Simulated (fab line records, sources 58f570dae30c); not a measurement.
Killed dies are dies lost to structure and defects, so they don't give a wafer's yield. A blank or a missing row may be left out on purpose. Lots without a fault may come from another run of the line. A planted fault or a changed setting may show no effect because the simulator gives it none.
Tool commonality check | flow berkeley_cmos170 | 14 lots, 42 wafers sampled

WHY IT WAS OPENED
At UCB170_NSD_CD_MEAS_06 the reading cd_nm is flagged on 2 of 14 lots. Wafers without a fault read 1199.6 nm, standard deviation 1.2.
Rule: a lot is flagged when every wafer of it that has a number lies more than 4 standard deviations from that mean, or none has a number. The other lots count as sound.

lot  | measured     | on        | cd_nm (nm), wafer by wafer | flag
L513 | day 8 03:58  | cd_sem-02 | 1201.5 1200.2 1200.9       |
L516 | day 8 15:52  | cd_sem-01 | 1199.2 1197.6 1200.3       |
L514 | day 8 16:05  | cd_sem-02 | 1199.6 1198.8 1199.9       |
L518 | day 8 16:20  | cd_sem-02 | 1198.2 1200.3 1200.0       |
L519 | day 8 16:38  | cd_sem-01 | 1199.9 1199.8 1199.8       |
L520 | day 9 06:29  | cd_sem-01 | 1200.2 1199.4 1198.9       |
L522 | day 10 02:26 | cd_sem-02 | 1199.3 1199.3 1200.1       |
L523 | day 10 02:44 | cd_sem-01 | 1198.5 1199.5 1198.2       |
L524 | day 10 13:59 | cd_sem-01 | 1198.4 1199.0 1199.3       |
L526 | day 10 14:05 | cd_sem-01 | 1201.6 1199.7 1200.9       |
L527 | day 10 14:16 | cd_sem-01 | 1200.6 1198.8 1198.8       |
L525 | day 10 14:29 | cd_sem-01 | 1200.3 1200.8 1199.8       |
L529 | day 11 15:26 | cd_sem-01 | 1192.2 1192.2 1192.7       | FLAGGED
L534 | day 13 02:26 | cd_sem-02 | 1192.8 1193.6 1193.1       | FLAGGED
The numbers of the flagged lots are 1192.8 nm on average: -6.8 nm against the usual, or -6 standard deviations.

WHICH TOOL RAN EACH LOT
The record holds 1 process step before the reading, out of a route of 331 steps. In each cell: the tool, then ch and the chambers that the sampled wafers went through, then the start.
lot  | flag    | UCB170_NSD_COAT_01
L513 |         | litho_track-03 ch 0, day 8 02:40
L516 |         | litho_track-01 ch 0, day 8 14:35
L514 |         | litho_track-02 ch 0, day 8 14:52
L518 |         | litho_track-02 ch 0, day 8 15:21
L519 |         | litho_track-03 ch 0, day 8 15:45
L520 |         | litho_track-02 ch 0, day 9 05:46
L522 |         | litho_track-03 ch 0, day 10 01:19
L523 |         | litho_track-01 ch 0, day 10 01:43
L524 |         | litho_track-01 ch 0, day 10 12:47
L526 |         | litho_track-02 ch 0, day 10 12:49
L527 |         | litho_track-02 ch 0, day 10 13:20
L525 |         | litho_track-03 ch 0, day 10 13:21
L529 | FLAGGED | litho_track-02 ch 0, day 11 14:35
L534 | FLAGGED | litho_track-02 ch 0, day 13 01:37
What these steps do:
- UCB170_NSD_COAT_01: resist thk 900 nm.
- UCB170_NSD_CD_MEAS_06: target cd 1200 nm.

FLAGGED OVER TOTAL, TOOL BY TOOL (the gauges that took the reading come last)
step                  | tool           | lots run | flagged | share of the flagged lots | sound lots run after its first flagged lot
UCB170_NSD_COAT_01    | litho_track-01 | 3        | 0       | none                      | -
UCB170_NSD_COAT_01    | litho_track-02 | 7        | 2       | all                       | 0
UCB170_NSD_COAT_01    | litho_track-03 | 4        | 0       | none                      | -
UCB170_NSD_CD_MEAS_06 | cd_sem-01      | 9        | 1       | some                      | 0
UCB170_NSD_CD_MEAS_06 | cd_sem-02      | 5        | 1       | some                      | 0

WHAT THE TABLE ALLOWS
1 row of the table ran every flagged lot: litho_track-02 at UCB170_NSD_COAT_01.
- litho_track-02 at UCB170_NSD_COAT_01: 2 of its 7 lots flagged. Its last sound lot is L527 (day 10 13:20), its first flagged lot L529 (day 11 14:35): a fault that began between those two fits. Its own readings lie more than 4 standard deviations out on every wafer of the flagged lots: spin_speed_rpm.
One tool is left: litho_track-02 at UCB170_NSD_COAT_01.

WHAT THE SIMULATOR HAD PUT IN
Process parameter drift: litho_track-02, from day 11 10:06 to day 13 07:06, at UCB170_NSD_COAT_01. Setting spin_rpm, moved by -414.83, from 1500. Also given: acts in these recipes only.
Lots struck among those shown: L529, L534. The rule above found the same.
